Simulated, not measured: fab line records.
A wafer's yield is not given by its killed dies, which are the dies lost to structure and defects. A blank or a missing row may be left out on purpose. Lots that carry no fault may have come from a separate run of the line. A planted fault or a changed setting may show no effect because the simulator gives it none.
Comparing a struck lot with a sound one	flow rit-cmos	14 out of 202 route steps
Sound: wafers L791.1, L791.2, L791.5. Wafers struck: L802.1, L802.2, L802.5. The cause is given at the end.
Per side, at each step with rows, come the tool, then ch with its chambers, and then its first start. Under that, the readings that differ: sound wafers	struck wafers	difference of the means	sigmas: that difference in standard deviations of wafers without a fault.
alike: same words and numbers on both sides, and readings whose means sit less than 2 such deviations apart. not compared: any withheld reading, any reading some wafer has no value for, any bound like >300 that may hide the same value, and any number with overlapping values for which the record gives no deviation.
A row with sigmas, a row that says differs or no value, or rows on one side alone: a step with any of these is where the two part. When numbers do not overlap yet have no deviation, they are printed without sigmas and do not part them. Lack of a reading on every wafer of one side parts them only where that side has two or more wafers.

first, 4 steps without rows for these wafers: RIT_PLDD_SOFTBAKE_02 (time 60 s); RIT_PLDD_EXPOSE_03 (exposes mask M8, target cd 40900 nm); RIT_PLDD_PEB_04; RIT_PLDD_DEVELOP_05 (develop time 50 s).
RIT_PLDD_OVL_MEAS_06:
  sound on overlay-01 at day 3 18:00; struck on overlay-02 at day 6 16:57
  alike: PLDD_OVL
then, 2 steps without rows for these wafers: RIT_PLDD_HARDBAKE_07 (time 60 s); RIT_PLDD_IMPLANT_08.
RIT_PLDD_STRIP_09: strips in O2, time 180 s.
  sound on plasma-asher-04 ch 0,1, day 3 18:23; struck on plasma-asher-03 ch 0,1, day 6 17:17
  alike: drypump-motor-current-A
  not compared: rf-hours-counter-h
RIT_PLDD_TW_MEAS_10:
  sound on film-metro-04 at day 3 18:33; struck on film-metro-01 at day 6 17:28
  alike: PLDD_TW
then, 3 steps without rows for these wafers: RIT_SPACER_CLEAN_00 (cleans in SC1, time 600 s); RIT_SPACER_CLEAN_01 (cleans in dHF, time 30 s); RIT_SPACER_CLEAN_02 (cleans in SC2, time 600 s).
RIT_SPACER_CVD_03: deposits Si3N4 from SiH2Cl2/NH3, target thk 250 nm, time 3300 s.
  sound on lpcvd-01 ch 0, day 3 18:59; struck on lpcvd-02 ch 0, day 6 19:34
  no value came back on the struck wafers for nh3-flow-sccm (sccm), pressure-mtorr (mTorr), susceptor-temp-C (C); on the sound wafers nh3-flow-sccm (sccm) reads 150.4 150.5 150.4
RIT_M1_PROBE_99:
  sound wafers here have rows in the record (prober-01, day 4 08:14); struck ones have none

WHERE THEY PART
First at RIT_SPACER_CVD_03; last, within this record, at RIT_M1_PROBE_99.

WHY: what the simulator had put in
Beginning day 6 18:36, the whole step at RIT_SPACER_CVD_03 was skipped on lpcvd-02. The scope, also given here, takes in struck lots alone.
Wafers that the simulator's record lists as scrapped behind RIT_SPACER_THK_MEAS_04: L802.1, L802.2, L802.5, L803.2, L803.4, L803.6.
